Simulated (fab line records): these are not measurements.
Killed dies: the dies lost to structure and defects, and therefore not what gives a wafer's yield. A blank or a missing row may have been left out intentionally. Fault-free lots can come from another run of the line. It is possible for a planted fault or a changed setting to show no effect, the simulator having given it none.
Which tool did it? | flow berkeley_cmos170 | Sampling: 7 lots, 21 wafers, 3 of 331 route steps

WHAT THE GAUGES READ, wafer by wafer
UCB170_M3_CD_MEAS_15: the cd target is 700 nm.
lot  | measured     | on        | cd_nm (nm)
L859 | day 9 14:32  | cd_sem-02 | 702.2 701.1 701.0
L858 | day 9 16:24  | cd_sem-01 | 700.0 699.0 700.5
L861 | day 9 18:07  | cd_sem-01 | 698.6 697.2 699.0
L867 | day 11 10:55 | cd_sem-01 | 701.2 701.3 702.0
L873 | day 12 21:33 | cd_sem-01 | 699.3 699.6 700.1
L876 | day 13 20:35 | cd_sem-01 | 700.3 701.5 701.3
L879 | day 14 14:34 | cd_sem-01 | 698.8 700.4 700.0

WHAT TOOL EACH LOT RAN ON (gives the tool, then ch and the chambers of the sampled wafers, and finally the start)
lot  | UCB170_V1_CMP_02              | UCB170_M2_METAL_ETCH_18
L859 | cmp-02 ch 0,1,3, day 9 02:23  | rie_metal-04 ch 0,1, day 9 08:45
L858 | cmp-02 ch 1,2,3, day 9 05:49  | rie_metal-03 ch 0,1, day 9 11:06
L861 | cmp-02 ch 1,2,3, day 9 06:10  | rie_metal-03 ch 0,1, day 9 12:00
L867 | cmp-02 ch 0,3, day 11 00:55   | rie_metal-04 ch 0, day 11 05:59
L873 | cmp-01 ch 0,1,3, day 12 05:35 | rie_metal-03 ch 0,1, day 12 13:58
L876 | cmp-01 ch 0,3, day 13 10:30   | rie_metal-04 ch 1, day 13 15:01
L879 | cmp-01 ch 1,2,3, day 14 00:01 | rie_metal-04 ch 0,1, day 14 05:23
- UCB170_V1_CMP_02: polishes SiO2.
- UCB170_M2_METAL_ETCH_18: etches Al in Cl2/BCl3, stops on SiO2, target depth 1170 nm, time 195 s.

THE ANSWER, worked out from the rows above alone
Rule: what is usual is taken from the lots themselves. The widest of any qualifying gaps counts: lots, ordered by their means at a reading, are off when they make up no more than a third of the lots, leave a main group of 4 or more, and stand apart from it by 3 or more times the standard deviation of that group's means. A main group is skipped when, at the precision printed for the reading in the tables above, its means are all equal. A lot without any number at a reading at which 4 lots or more have one is off too. All remaining lots with rows at the step are treated as sound.
No lot is off at any reading shown: from this, nothing can be told.

WHAT THE SIMULATOR PUT IN
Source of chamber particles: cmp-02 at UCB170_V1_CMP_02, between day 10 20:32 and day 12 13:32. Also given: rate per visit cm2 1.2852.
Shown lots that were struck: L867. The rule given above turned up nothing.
